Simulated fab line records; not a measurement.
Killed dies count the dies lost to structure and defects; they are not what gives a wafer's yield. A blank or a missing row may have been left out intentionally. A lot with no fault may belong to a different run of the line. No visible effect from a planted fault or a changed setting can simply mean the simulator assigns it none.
What tool caused it? + flow berkeley_cmos170 + 14 lots, 42 wafers sampled, at 2 steps of a route of 331

== WHAT THE GAUGES READ, wafer by wafer ==
UCB170_CONTACT_THK_MEAS_02.
| lot  | measured     | on            | CONTACT_PSG_THK (nm) |
|------|--------------|---------------|----------------------|
| L341 | day 8 01:49  | film_metro-04 | 688 689 687          |
| L343 | day 8 02:17  | film_metro-01 | 697 695 692          |
| L342 | day 8 03:37  | film_metro-02 | 691 692 695          |
| L345 | day 9 05:50  | film_metro-01 | 697 691 690          |
| L346 | day 9 07:37  | film_metro-01 | 701 705 706          |
| L348 | day 9 07:37  | film_metro-02 | 696 689 688          |
| L350 | day 9 17:43  | film_metro-04 | 699 693 697          |
| L352 | day 10 03:01 | film_metro-01 | 704 703 705          |
| L353 | day 10 04:48 | film_metro-04 | 702 705 702          |
| L356 | day 10 19:03 | film_metro-02 | 703 711 704          |
| L355 | day 10 23:15 | film_metro-02 | 630 624 629          |
| L357 | day 10 23:38 | film_metro-01 | 689 692 694          |
| L358 | day 10 23:37 | film_metro-04 | 690 690 687          |
| L359 | day 11 01:02 | film_metro-01 | 615 614 617          |

== WHAT TOOL EACH LOT RAN ON (gives the tool, then ch and the chambers of the sampled wafers, and finally the start) ==
| lot  | UCB170_CONTACT_CVD_01       |
|------|-----------------------------|
| L341 | lpcvd-02 ch 0, day 8 00:02  |
| L343 | lpcvd-01 ch 0, day 8 00:29  |
| L342 | lpcvd-02 ch 1, day 8 01:49  |
| L345 | lpcvd-02 ch 0, day 9 04:02  |
| L346 | lpcvd-02 ch 0, day 9 05:50  |
| L348 | lpcvd-02 ch 0, day 9 05:50  |
| L350 | lpcvd-02 ch 0, day 9 15:56  |
| L352 | lpcvd-01 ch 0, day 10 01:14 |
| L353 | lpcvd-01 ch 1, day 10 03:01 |
| L356 | lpcvd-02 ch 1, day 10 17:15 |
| L355 | lpcvd-02 ch 1, day 10 21:28 |
| L357 | lpcvd-01 ch 1, day 10 21:49 |
| L358 | lpcvd-01 ch 0, day 10 21:49 |
| L359 | lpcvd-02 ch 1, day 10 23:15 |
- UCB170_CONTACT_CVD_01: deposits PSG from SiH4/O2/PH3, target thk 700 nm, time 2820 s.

== AS READ BY THE TOOLS THEMSELVES (means over the sampled wafers that have a number; for cases with no such wafer, the mark the record gives instead) ==
UCB170_CONTACT_CVD_01.
| lot  | tool     | zone_power_centre_pct (%) |
|------|----------|---------------------------|
| L341 | lpcvd-02 | 23.7                      |
| L343 | lpcvd-01 | 19.3                      |
| L342 | lpcvd-02 | 19.6                      |
| L345 | lpcvd-02 | 23.5                      |
| L346 | lpcvd-02 | 23.8                      |
| L348 | lpcvd-02 | 24.0                      |
| L350 | lpcvd-02 | 23.7                      |
| L352 | lpcvd-01 | 19.2                      |
| L353 | lpcvd-01 | 20.7                      |
| L356 | lpcvd-02 | 19.6                      |
| L355 | lpcvd-02 | 19.7                      |
| L357 | lpcvd-01 | 20.9                      |
| L358 | lpcvd-01 | 19.3                      |
| L359 | lpcvd-02 | 19.4                      |

== THE ANSWER, worked out from the rows above alone ==
Rule: the lots themselves supply what counts as usual. The widest of any qualifying gaps counts: lots, ordered by their means at a reading, are off when they make up no more than a third of the lots, leave a main group of 4 or more, and stand apart from it by 3 or more times the standard deviation of that group's means. The tables above print the reading to a certain number of digits; a main group whose means all agree to those digits is not used. A lot without any number at a reading at which 4 lots or more have one is off too. Where the step has rows for the other lots, those lots are counted as sound. The gauges are gone through in route order, then the tools' own readings, and for those a lot's mean is taken as printed above. At the first step where some lot is off, the reading lying furthest off is the one used; lots without a number count as furthest.
Off: L355, L359, at UCB170_CONTACT_THK_MEAS_02 (CONTACT_PSG_THK). The main group has a mean of 696 nm with a standard deviation of 6.2.
If a tool, at a process step before that reading, ran all the lots that are off and no sound lot after the first of them, it fits. Gauges at UCB170_CONTACT_THK_MEAS_02: tried the same way as those tools. One candidate fits, namely lpcvd-02 at UCB170_CONTACT_CVD_01. A fault onset in the window from L356 (day 10 17:15, its last sound lot) to L355 (day 10 21:28, its first lot off) fits.

== WHAT HAD BEEN PUT IN BY THE SIMULATOR ==
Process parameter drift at UCB170_CONTACT_CVD_01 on lpcvd-02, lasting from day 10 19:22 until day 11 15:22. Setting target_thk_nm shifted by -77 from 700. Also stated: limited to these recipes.
Lots struck among those shown: L355, L359. The rule above reached the same finding.
